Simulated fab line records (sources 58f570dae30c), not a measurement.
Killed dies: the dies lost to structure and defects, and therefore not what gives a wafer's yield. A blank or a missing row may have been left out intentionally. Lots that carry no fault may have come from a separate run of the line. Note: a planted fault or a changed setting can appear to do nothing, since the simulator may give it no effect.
What tool caused it? | flow berkeley-cmos170 | 7 lots, 21 wafers sampled, at 3 steps of a route of 331

## WHAT THE GAUGES SHOWED, per wafer
UCB170_PLDD_TW_MEAS_11.
lot  | measured     | on            | PLDD_TW
L475 | day 7 05:45  | film-metro-02 | 957 964 963
L479 | day 8 04:46  | film-metro-01 | 1004 1003 1001
L482 | day 8 23:22  | film-metro-01 | 1006 1002 998
L486 | day 9 18:27  | film-metro-01 | 1012 1008 1007
L488 | day 10 07:49 | film-metro-01 | 1005 1004 1003
L489 | day 10 12:10 | film-metro-02 | 1020 1014 1017
L493 | day 10 20:54 | film-metro-02 | 1017 1017 1025

## EACH LOT AND THE TOOL THAT RAN IT (in order: tool; ch and the chambers of the sampled wafers; start)
lot  | UCB170_NVT_STRIP_08                  | UCB170_PLDD_IMPLANT_08
L475 | plasma-asher-03 ch 0,1, day 6 10:01  | implanter-03 ch 0, day 7 05:21
L479 | plasma-asher-03 ch 1, day 7 08:16    | implanter-01 ch 0, day 8 04:22
L482 | plasma-asher-01 ch 0,1, day 8 03:20  | implanter-02 ch 0, day 8 22:59
L486 | plasma-asher-01 ch 0,1, day 9 04:31  | implanter-01 ch 0, day 9 18:03
L488 | plasma-asher-01 ch 0,1, day 9 18:19  | implanter-02 ch 0, day 10 07:25
L489 | plasma-asher-01 ch 0,1, day 9 23:59  | implanter-02 ch 0, day 10 11:49
L493 | plasma-asher-03 ch 0,1, day 10 07:10 | implanter-03 ch 0, day 10 20:30
- UCB170_NVT_STRIP_08: strips in O2.
- UCB170_PLDD_IMPLANT_08

## THE ANSWER, worked out from the rows above alone
Rule: the lots themselves supply what counts as usual. The widest of any qualifying gaps counts: lots, ordered by their means at a reading, are off when they make up no more than a third of the lots, leave a main group of 4 or more, and stand apart from it by 3 or more times the standard deviation of that group's means. A main group is skipped when, at the precision printed for the reading in the tables above, its means are all equal. Also off: a lot with no number at a reading for which 4 or more lots have one. Any other lot the step has rows for is counted as sound.
Off: L475, at UCB170_PLDD_TW_MEAS_11 (PLDD_TW). For the main group the mean is 1009 and the standard deviation 7.
If a tool, at a process step before that reading, ran all the lots that are off and no sound lot after the first of them, it fits. The gauges at UCB170_PLDD_TW_MEAS_11 are tried like those tools. None of those tried fits.

## WHAT WAS PUT IN BY THE SIMULATOR
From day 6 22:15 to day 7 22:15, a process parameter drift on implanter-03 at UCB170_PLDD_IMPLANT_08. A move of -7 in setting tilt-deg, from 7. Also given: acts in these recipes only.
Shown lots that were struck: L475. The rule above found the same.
